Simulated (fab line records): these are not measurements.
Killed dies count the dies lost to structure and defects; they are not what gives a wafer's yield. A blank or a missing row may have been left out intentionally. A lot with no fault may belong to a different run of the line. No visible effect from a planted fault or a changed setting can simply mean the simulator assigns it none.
One fault through the eyes of 2 desks | flow ritCmos | numbers are kept per desk, each desk with only its own; the story behind them comes last

== FROM THE METROLOGY DESK ==
What the gauges read for every lot (on any tool): the sampled wafers with a number, averaged. Any lot whose mean is over 4 standard deviations away from the usual mean is out of limits and marked OUT; that distance is given in the brackets.
Columns: A = SILICIDE_TI_RS at RIT_SILICIDE_RS_MEAS_02, usual 48.2 ohm/sq; B = SILICIDE_TI_THK at RIT_SILICIDE_THK_MEAS_03, usual 30.0 nm
lot  | first seen here | A               | B
L844 | day 3 07:00     | 48.7            | 29.7
L845 | day 3 17:32     | 47.6            | 30.3
L846 | day 3 21:03     | 48.9            | 29.5
L847 | day 3 23:55     | 48.4            | 29.7
L848 | day 4 06:44     | 48.1            | 30.1
L849 | day 4 09:49     | 49.3            | 29.6
L853 | day 5 03:28     | 44.2 (-6.0) OUT | 30.5
L855 | day 5 16:39     | 43.8 (-6.5) OUT | 30.6
L861 | day 6 20:58     | 48.6            | 29.8
L862 | day 7 03:22     | 47.6            | 30.4
L863 | day 7 06:50     | 47.8            | 30.3
L865 | day 7 17:40     | 47.8            | 30.0
L866 | day 7 21:59     | 48.5            | 29.9
L867 | day 7 22:55     | 48.0            | 30.2
Finding of this desk: L853, L855 out of limits, first seen on L853 at day 5 03:28 (SILICIDE_TI_RS at RIT_SILICIDE_RS_MEAS_02). Within limits: L844, L845, L846, L847, L848, L849, L861, L862, L863, L865, L866, L867.

== DESK OF THE TOOL OWNER: pvdSputter-04 ==
The tool's own readings at RIT_SILICIDE_SPUTTER_01 (material Ti, target thk 30 nm, time 240 s): means of the sampled wafers that have a number, for each lot that ran on this tool. Any lot whose mean is over 4 standard deviations away from the usual mean is out of limits and marked OUT; that distance is given in the brackets.
Columns: A = chamberPressurePa at RIT_SILICIDE_SPUTTER_01, usual 0.6671 Pa; B = throttleValvePct at RIT_SILICIDE_SPUTTER_01, usual 30.3 %
lot  | first seen here | A                | B
L844 | day 3 06:51     | 0.6666           | 29.9
L846 | day 3 20:53     | 0.6663           | 30.5
L848 | day 4 06:34     | 0.6675           | 30.1
L853 | day 5 03:17     | 0.6377 (-23) OUT | 30.9
L855 | day 5 16:29     | 0.6374 (-23) OUT | 30.8
L866 | day 7 21:47     | 0.6671           | 30.4
Finding of this desk: L853, L855 out of limits; the first was L853 at day 5 03:17, on chamberPressurePa at RIT_SILICIDE_SPUTTER_01. Within limits: L844, L846, L848, L866.

== BROUGHT TOGETHER ==
The tool owner's desk had the chance to raise an alarm at day 5 03:17 on L853, L855.
L853, L855 would have let the metrology desk raise an alarm at day 5 03:28.
On pvdSputter-04, each named lot ran RIT_SILICIDE_SPUTTER_01.

== WHAT THE SIMULATOR PUT IN ==
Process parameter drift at RIT_SILICIDE_SPUTTER_01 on pvdSputter-04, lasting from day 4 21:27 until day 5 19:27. The setting chamberPressurePa was moved by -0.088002, starting from 0.667. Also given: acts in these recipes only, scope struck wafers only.
Struck lots among those shown: L853, L855.
Fault start to first reading out of limits, in hours, per desk: tool owner, 6; metrology, 6.
